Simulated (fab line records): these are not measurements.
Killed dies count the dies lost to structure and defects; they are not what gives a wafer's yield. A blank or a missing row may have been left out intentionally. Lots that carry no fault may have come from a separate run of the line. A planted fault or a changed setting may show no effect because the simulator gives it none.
Chamber matching    flow berkeley-cmos170    pecvd-03 running UCB170_SPACER_CVD_00: 3 sister chambers
The step deposits SiO2 from TEOS/O2, target thk 376 nm, time 47 s. 3 wafers are shown with their chamber, then 7 later ones without.

## WAFERS WITH THEIR CHAMBER
wafer   chamber  heater-power-w (W)
L122.4  2        231
L128.4  0        172
L128.5  1        263

## WAFERS WHOSE CHAMBER IS MISSING
wafer   heater-power-w (W)
L128.6  250
L131.2  261
L131.3  256
L131.6  177
L129.1  232
L129.2  262
L129.5  269

## WHICH CHAMBER EACH ONE RAN IN
wafer    from the rows above       in truth
L128.6   can't be placed: 1 or 2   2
L131.2   1                         1
L131.3   1                         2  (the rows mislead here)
L131.6   0                         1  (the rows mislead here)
L129.1   2                         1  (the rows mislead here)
L129.2   1                         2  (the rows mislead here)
L129.5   1                         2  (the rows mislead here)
Correct placement for 1 of the 7. Not placeable from these rows: 1 (in 1, the candidates include the true chamber). Wrongly placed: 5.
How it was worked out, from the rows above alone: a wafer's distance from a chamber is the root of the sum, over the readings, of the square of ((its reading less the chamber's mean) divided by the reading's scatter). If the next closest chamber is less than 2 further off than the closest, the wafer can't be placed; otherwise it belongs to the closest. Each chamber's mean is taken over the wafers shown for it. The scatter (one wafer shown for each chamber): square how far every hidden wafer sits from the nearest shown wafer, average those squares and take the square root.
